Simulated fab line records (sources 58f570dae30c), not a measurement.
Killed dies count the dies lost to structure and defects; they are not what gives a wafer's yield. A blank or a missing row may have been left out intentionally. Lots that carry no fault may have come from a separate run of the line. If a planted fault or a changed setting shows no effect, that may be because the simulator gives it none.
fab line records | flow berkeleyCmos170
record: lots: 7 wafers: 21 lastDay: 11
route steps=331 shown GATE@138 PLDD@145
lots that met no fault: taken from a fault-free run of the same line
startH: hours from the record's opening day to when the first of the lot's shown wafers began | waitH: hours since the lot's step before | " repeats the value in the row above | L1.1+2: several wafers, shown together as one row | - either no value or no given start | * or withheld: withheld | < > ~ a bound
route shown NAME@n: names a module that has steps shown in the file, with the first one's number in the route | usual: mean/standard deviation of fault-free wafers | same: alike in all rows | chamber/n: place in a boat | sites: readings site by site | _std_site: their standard deviation | _edge_site: outer sites' mean less inner sites' | radiusMm: how far each site lies from the wafer's centre | mask NAME#n: copy n | behind: the most recent tool/chamber to have shaped the wafer | hold: why the lot went on hold/how many hours it stayed there/how the hold came to an end | device: the n, p or np transistor that did not switch | end of line: at the end of the route, the tests of the same wafers | a step given without rows: its recipe and nothing more | killed: at the first sort, the dies lost to defects and structure; wafer yield is something else | map: per-die view of a wafer (x killed, . not killed, _ where there is no die)
set.NAME: the setting as run; set.NAME@STEP: as run at that earlier step | model.NAME: the simulator's own value behind a step, which no gauge read
a table for each step, a row for each wafer; lots at some steps of the route
services: from which hour (startH, from the record's first day; less than 0 if before it) a tool's chamber was out of use, for how many hours, and why
== steps ==
step: UCB170_GATE_CD_MEAS_12
recipe: targetCdNm: 350
usual: cdNm: 350.0/1.3
columns lot.wafer tool chamber startH waitH cdNm
L172.4 cdSem-02 - 138.20 - 349.9
L172.5 " - " " 349.8
L172.6 " - " " 350.1
L173.3 cdSem-02 - 138.30 - 350.7
L173.4 " - " " 349.7
L173.5 " - " " 349.5
L176.1 cdSem-01 - 158.51 - 351.4
L176.3 " - " " 350.6
L176.4 " - " " 349.9
L179.2 cdSem-01 - 175.54 - 362.5
L179.3 " - " " 363.2
L179.6 " - " " 363.6
L180.3 cdSem-02 - 184.04 - 349.0
L180.4 " - " " 347.9
L180.5 " - " " 349.2
L189.1 cdSem-02 - 200.48 - 351.3
L189.3 " - " " 351.4
L189.6 " - " " 351.7
L192.3 cdSem-02 - 225.80 - 351.0
L192.5 " - " " 350.9
L192.6 " - " " 349.5
step: UCB170_GATE_OVL_MEAS_13
usual: GATE_OVL: -1/4.7
columns lot.wafer tool chamber startH waitH GATE_OVL[nm]
L172.4 overlay-02 - 138.28 0.1 4
L172.5 " - " " 2
L172.6 " - " " 5
L173.3 overlay-01 - 138.39 0.1 -1
L173.4 " - " " 7
L173.5 " - " " -1
L176.1 overlay-01 - 158.63 0.1 -4
L176.3 " - " " 1
L176.4 " - " " 3
L179.2 overlay-01 - 175.65 0.1 5
L179.3 " - " " 2
L179.6 " - " " -7
L180.3 overlay-02 - 184.13 0.1 10
L180.4 " - " " 2
L180.5 " - " " -1
L189.1 overlay-01 - 200.60 0.1 -8
L189.3 " - " " -7
L189.6 " - " " -6
L192.3 overlay-02 - 225.89 0.1 -1
L192.5 " - " " -6
L192.6 " - " " 5
step: UCB170_GATE_ETCH_14
recipe: chemistry: N2/H2 targetDepthA: withheld overetchA: withheld target: BARC timeS: withheld sourceW: 500 biasW: 100 pressureMtorr: 30 n2FlowSccm: 100 h2FlowSccm: 200
usual: chamberPressureMTorr: 30.01/0.038 drypumpMotorCurrentA: 5.6/0.36 oesProductAu: 1.004/0.018 throttleValvePct: 13.31/0.22
columns lot.wafer tool chamber startH waitH chamberPressureMTorr drypumpMotorCurrentA oesProductAu throttleValvePct
L172.4 rieDiel-01 0 138.32 0.0 30.05 5.5 0.958 13.25
L172.5 " 1 " " 30.07 5.8 0.996 13.07
L172.6 " 3 " " 29.98 4.9 1.019 13.54
L173.3 rieDiel-04 1 138.42 0.0 30.02 5.3 0.994 13.28
L173.4 " 3 " " 30.03 5.2 1.008 13.43
L173.5 " 0 " " 30.01 5.9 0.990 13.59
L176.1 rieDiel-04 1 158.66 0.0 30.03 5.4 0.988 13.28
L176.3 " 0 " " 30.05 5.9 0.989 13.57
L176.4 " 3 " " 29.98 5.2 1.009 13.42
L179.2 rieDiel-01 3 175.68 0.0 29.98 4.9 1.029 13.54
L179.3 " 1 " " 30.03 5.9 0.984 13.06
L179.6 " 0 " " 30.01 5.5 0.970 13.24
L180.3 rieDiel-02 2 184.16 0.0 30.03 6.2 1.017 13.00
L180.4 " 0 " " 29.99 5.8 1.009 13.07
L180.5 " 3 " " 30.01 5.4 1.053 13.14
L189.1 rieDiel-02 2 200.64 0.0 29.95 6.2 1.001 12.99
L189.3 " 3 " " 29.99 5.4 1.025 13.15
L189.6 " 1 " " 30.03 5.6 0.994 13.20
L192.3 rieDiel-01 1 225.92 0.0 29.99 5.9 0.978 13.09
L192.5 " 2 " " 29.99 6.1 1.016 13.45
L192.6 " 1 " " 29.99 5.9 0.973 13.08
step: UCB170_GATE_ETCH_15
recipe: chemistry: HBr/Cl2 target: poly-Si stopOn: SiO2 overEtchFrac: 0.3 icpW: 300 biasW: 150 timeS: 56.3 pressureMtorr: 15 HBr_flow_sccm: 150 Cl2_flow_sccm: 50 targetDepthA: 2782
usual: chamberPressureMTorr: 14.999/0.013 drypumpMotorCurrentA: 5.9/0.38 heBacksideLeakSccm: 2.7/0.33 oesProductAu: 0.820/0.012 throttleValvePct: 26.43/0.18
columns lot.wafer tool chamber startH waitH chamberPressureMTorr drypumpMotorCurrentA heBacksideLeakSccm oesProductAu rfHoursCounterH throttleValvePct
L172.4 rieSi-01 0 138.34 - 14.994 5.8 2.7 0.802 93 26.07
L172.5 " 1 " " 14.989 5.7 2.4 0.823 - 26.55
L172.6 " 2 " " 14.986 6.3 2.5 0.829 - 26.61
L173.3 rieSi-02 0 138.46 - 14.992 5.5 3.1 0.808 117 26.36
L173.4 " 2 " " 14.998 6.3 2.5 0.836 1 26.29
L173.5 " 2 " " 15.002 6.3 2.4 0.839 - 26.31
L176.1 rieSi-02 0 158.71 - 14.978 5.6 5.1 0.805 117 26.36
L176.3 " 3 " " 14.999 6.0 2.7 0.809 46 26.53
L176.4 " 0 " " 14.997 5.5 3.2 0.812 - 26.37
L179.2 rieSi-02 0 175.72 - 15.023 5.6 3.0 0.806 117 26.37
L179.3 " 3 " " 14.984 6.1 2.7 0.814 46 26.51
L179.6 " 1 " " 15.020 5.1 2.7 0.831 - 26.34
L180.3 rieSi-01 2 184.20 - 14.993 6.3 5.0 0.830 2 26.61
L180.4 " 3 " " 14.988 5.9 2.6 0.840 83 26.65
L180.5 " 1 " " 14.990 5.8 2.5 0.822 - 26.55
L189.1 rieSi-02 3 200.68 - 14.983 6.1 2.9 0.826 47 26.53
L189.3 " 1 " " 14.995 5.2 2.8 0.822 9 26.35
L189.6 " 1 " " 15.017 5.2 2.7 0.818 - 26.35
L192.3 rieSi-01 3 225.96 - 14.989 5.8 2.7 0.827 84 26.66
L192.5 " 3 " " 15.009 5.8 2.8 0.829 - 26.65
L192.6 " 2 " " 15.001 6.4 2.5 0.831 - 26.63
step: UCB170_GATE_STRIP_16
recipe: chemistry: O2 powerW: 400 pressureMtorr: 3500 platenTempC: withheld o2FlowSccm: 400 overashFraction: 0.5
usual: chamberPressureMTorr: 3500/3.2 drypumpMotorCurrentA: 6.1/0.59 oesProductAu: 0.725/0.0045
columns lot.wafer tool chamber startH waitH chamberPressureMTorr drypumpMotorCurrentA oesProductAu rfHoursCounterH
L172.4 plasmaAsher-04 0 138.42 0.1 3499 6.6 0.727 -
L172.5 " 0 " " 3503 6.5 0.725 -
L172.6 " 1 " " 3504 5.3 0.730 -
L173.3 plasmaAsher-02 1 138.54 0.1 3498 5.2 0.724 -
L173.4 " 0 " " 3503 6.8 0.725 -
L173.5 " 1 " " 3505 5.2 0.719 -
L176.1 plasmaAsher-01 0 158.75 0.0 3504 6.0 0.728 45
L176.3 " 1 " " 3500 6.6 0.723 -
L176.4 " 0 " " 3497 6.0 0.721 -
L179.2 plasmaAsher-01 1 175.77 0.0 3496 6.5 0.723 48
L179.3 " 1 " " 3501 6.5 0.725 -
L179.6 " 1 " " 3502 6.6 0.726 -
L180.3 plasmaAsher-01 0 184.28 0.1 3504 6.0 0.725 -
L180.4 " 1 " " 3499 6.5 0.730 -
L180.5 " 0 " " 3501 6.0 0.730 -
L189.1 plasmaAsher-04 0 200.73 0.0 3498 6.5 0.726 41
L189.3 " 1 " " 3505 5.2 0.722 -
L189.6 " 0 " " 3499 6.5 0.722 -
L192.3 plasmaAsher-01 0 226.04 0.1 3499 6.0 0.725 -
L192.5 " 0 " " 3502 6.0 0.726 -
L192.6 " 1 " " 3502 6.5 0.728 -
step: UCB170_GATE_CD_MEAS_90
recipe: targetCdNm: 350
usual: cdNm: 350.0/1.3
columns lot.wafer tool chamber startH waitH cdNm
L172.4 cdSem-02 - 138.55 0.1 350.6
L172.5 " - " " 349.6
L172.6 " - " " 350.1
L173.3 cdSem-01 - 138.65 0.1 350.3
L173.4 " - " " 349.2
L173.5 " - " " 349.1
L176.1 cdSem-02 - 158.85 0.1 350.1
L176.3 " - " " 350.2
L176.4 " - " " 348.5
L179.2 cdSem-01 - 175.94 0.1 363.0
L179.3 " - " " 363.0
L179.6 " - " " 364.5
L180.3 cdSem-02 - 184.42 0.1 349.0
L180.4 " - " " 348.3
L180.5 " - " " 349.7
L189.1 cdSem-02 - 200.88 0.1 351.0
L189.3 " - " " 350.1
L189.6 " - " " 351.0
L192.3 cdSem-02 - 226.15 0.1 350.8
L192.5 " - " " 351.1
L192.6 " - " " 350.2
step: UCB170_GATE_CLEAN_17
recipe: chemistry: SPM tempC: 120 timeS: 600
step: UCB170_PLDD_HMDS_00
recipe: primeTimeS: 60 primeTempC: 100
step: UCB170_PLDD_COAT_01
recipe: resist: KrF spinRpm: 1500 resistThkNm: 900
step: UCB170_PLDD_SOFTBAKE_02
recipe: resist: KrF tempC: 130.5 timeS: 60
step: UCB170_PLDD_EXPOSE_03
recipe: maskId: PSELECT na: 0.5 sigmaOuter: 0.6 sourceShape: conventional targetCdNm: 1200 doseMj: 30
step: UCB170_PLDD_PEB_04
recipe: pebTempC: 130 pebTimeS: withheld resist: KrF
step: UCB170_PLDD_DEVELOP_05
recipe: developer: TMAH developTimeS: 45 resist: KrF devTempC: 21
usual: chillPlateTempC: 23.02/0.11 developTimeS: 45/0 exhaustPa: 45.1/0.74
columns lot.wafer tool chamber startH waitH chillPlateTempC developTimeS exhaustPa model.KrF_of_PLDD_COAT_01.thkNm
L172.4 lithoTrack-02 0 140 - 23.05 45 46.2 886.2
L172.5 " 0 " " 22.99 45 45.7 888
L172.6 " 0 " " 23.05 45 46.4 888.5
L173.3 lithoTrack-03 0 140 - 23.10 45 45.1 882.5
L173.4 " 0 " " 23.04 45 44.7 883.4
L173.5 " 0 " " 23.14 45 44.9 886.6
L176.1 lithoTrack-03 - 162 - - - - 900.3
L176.3 " - " " - - - 899.9
L176.4 " - " " - - - 903.3
L179.2 lithoTrack-01 - 177 - - - - 900.8
L179.3 " - " " - - - 899
L179.6 " - " " - - - 895.8
L180.3 lithoTrack-01 - 185 - - - - 903.9
L180.4 " - " " - - - 904.3
L180.5 " - " " - - - 907.9
L189.1 lithoTrack-01 0 202 - 23.05 45 45.3 883.1
L189.3 " 0 " " 22.99 45 45.2 882.8
L189.6 " 0 " " 23.01 45 44.9 884.1
L192.3 lithoTrack-03 0 227 - 23.09 45 44.7 884.8
L192.5 " 0 " " 23.02 45 45.0 886.9
L192.6 " 0 " " 23.04 45 45.6 887.7
step: UCB170_PLDD_CD_MEAS_06
recipe: targetCdNm: 1200
usual: cdNm: 1200.1/1.6
columns lot.wafer tool chamber startH waitH cdNm
L172.4 cdSem-02 - 140.15 - 1199.6
L172.5 " - " " 1199.9
L172.6 " - " " 1201.6
L173.3 cdSem-01 - 140.26 - 1199.1
L173.4 " - " " 1198.1
L173.5 " - " " 1199.7
L176.1 cdSem-02 - 162.94 - -
L176.3 " - " " -
L176.4 " - " " -
L179.2 cdSem-01 - 177.17 - -
L179.3 " - " " -
L179.6 " - " " -
L180.3 cdSem-01 - 185.89 - -
L180.4 " - " " -
L180.5 " - " " -
L189.1 cdSem-02 - 202.13 - 1200.5
L189.3 " - " " 1200.4
L189.6 " - " " 1200.7
L192.3 cdSem-02 - 227.56 - 1201.2
L192.5 " - " " 1201.1
L192.6 " - " " 1199.9
== services ==
columns tool chamber startH hours kind
rieSi-01 1 115.82 4.5 repair
plasmaAsher-01 - 125.44 2.8 pm
rieSi-01 3 129.93 2.3 repair
rieSi-01 0 145.82 3.7 repair
rieDiel-02 1 153.79 - clean
rieDiel-02 1 153.79 21.3 scheduledDown
rieDiel-02 1 153.79 21.3 ventCycle
rieDiel-04 - 154.08 0.5 repair
rieSi-02 2 155.29 14.2 repair
rieSi-01 - 174.08 4.3 pm
plasmaAsher-02 - 177.81 9.5 repair
rieSi-02 0 185.88 - clean
rieSi-02 0 185.88 21.6 scheduledDown
rieSi-02 0 185.88 21.6 ventCycle
rieDiel-01 0 187.21 4.4 repair
rieDiel-04 0 188.83 - clean
rieDiel-04 0 188.83 19.0 scheduledDown
rieSi-02 3 192.31 2.6 repair
rieDiel-01 - 203.80 14.6 pm
rieSi-01 0 209.22 7.4 repair
rieDiel-01 2 218.84 4.0 repair
rieDiel-02 - 223.14 2.8 pm
rieDiel-04 1 223.93 4.5 repair
rieSi-02 3 224.93 1.0 repair
== key ==
firstSign: step: UCB170_PLDD_DEVELOP_05 reading: toolRecord direction: missing
effect none on later readings
modelEffect: step: UCB170_PLDD_DEVELOP_05 value: KrF_of_PLDD_COAT_01.thkNm without: 887.5 struck: 901.7
metAt UCB170_PLDD_DEVELOP_05
struckWafers L176.1,L176.3,L176.4,L179.2,L179.3,L179.6,L180.3,L180.4,L180.5
sortLeftOut L176.1,L176.3,L176.4,L179.2,L179.3,L179.6,L180.3,L180.4,L180.5
testerLeftOut L176,L179,L180
loopTrim: step: UCB170_GATE_EXPOSE_09 setting: dose lots: L179
fault: kind: skippedStepWhole tool: lithoTrack-01,lithoTrack-03 chamber: - onsetH: 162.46 steps: UCB170_PLDD_DEVELOP_05 scope: struckLotsOnly
testerLeftOut: of these lots the tester's yield and bins aren't shown, on N5 and GAA mostly nor the transistor test; their killed dies are dies lost to structure and defects alone, not to doping, threshold or leakage, so they don't give the yield
sortLeftOut: the simulated sort isn't trusted on such a fault, so these wafers' sort isn't shown, and their yield isn't known
loopTrim: a control loop set the setting to another value than it would have without faults
